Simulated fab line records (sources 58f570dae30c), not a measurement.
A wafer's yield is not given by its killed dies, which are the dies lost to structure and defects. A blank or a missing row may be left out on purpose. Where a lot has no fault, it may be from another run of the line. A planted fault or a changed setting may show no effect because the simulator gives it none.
Which tool is to blame? :: flow berkeley cmos170 :: 7 lots with 21 wafers sampled at 2 steps, on a route of 331 steps

== WHAT THE GAUGES SHOWED, per wafer ==
UCB170_GATE_THK_MEAS_05.
lot: L766
measured: day 6 07:50
on: film metro-03
GATE_POLY_THK (nm): 212.5 211.5 213.6

lot: L771
measured: day 7 23:46
on: film metro-02
GATE_POLY_THK (nm): 215.5 214.0 214.6

lot: L773
measured: day 8 03:35
on: film metro-03
GATE_POLY_THK (nm): 214.0 214.0 213.6

lot: L775
measured: day 8 03:34
on: film metro-04
GATE_POLY_THK (nm): 211.9 212.0 211.5

lot: L777
measured: day 8 17:55
on: film metro-04
GATE_POLY_THK (nm): 212.1 212.0 211.7

lot: L780
measured: day 9 11:33
on: film metro-02
GATE_POLY_THK (nm): 213.8 214.0 212.9

lot: L782
measured: day 9 16:23
on: film metro-04
GATE_POLY_THK (nm): 215.4 214.9 214.4

== TOOL THAT RAN EACH LOT (tool first, then ch and the chambers of the sampled wafers, then the start) ==
lot: L766
UCB170_SACOX_OXIDATION_01: furnace-04 ch 0, day 5 07:13

lot: L771
UCB170_SACOX_OXIDATION_01: furnace-03 ch 0, day 6 17:22

lot: L773
UCB170_SACOX_OXIDATION_01: furnace-04 ch 0, day 7 07:18

lot: L775
UCB170_SACOX_OXIDATION_01: furnace-04 ch 0, day 7 07:18

lot: L777
UCB170_SACOX_OXIDATION_01: furnace-04 ch 0, day 7 18:30

lot: L780
UCB170_SACOX_OXIDATION_01: furnace-04 ch 0, day 8 13:12

lot: L782
UCB170_SACOX_OXIDATION_01: furnace-02 ch 0, day 8 19:12
- UCB170_SACOX_OXIDATION_01: target thk 14.4 nm, ox time 2400 s.

== THE ANSWER, worked out from the rows above alone ==
Rule: the lots themselves supply what counts as usual. Put in order of their means at a reading, lots are off if they are a third of the lots or fewer, leave a main group of 4 or more, and stand apart from it by a gap of 3 or more times the standard deviation of the main group's means; of several such gaps the widest counts. Not used: any main group whose means are identical at the precision the tables above print for the reading. A lot without any number at a reading at which 4 lots or more have one is off too. All remaining lots with rows at the step are treated as sound.
Nothing can be told from this: no lot is off at any reading shown.

== WHAT THE SIMULATOR PUT IN ==
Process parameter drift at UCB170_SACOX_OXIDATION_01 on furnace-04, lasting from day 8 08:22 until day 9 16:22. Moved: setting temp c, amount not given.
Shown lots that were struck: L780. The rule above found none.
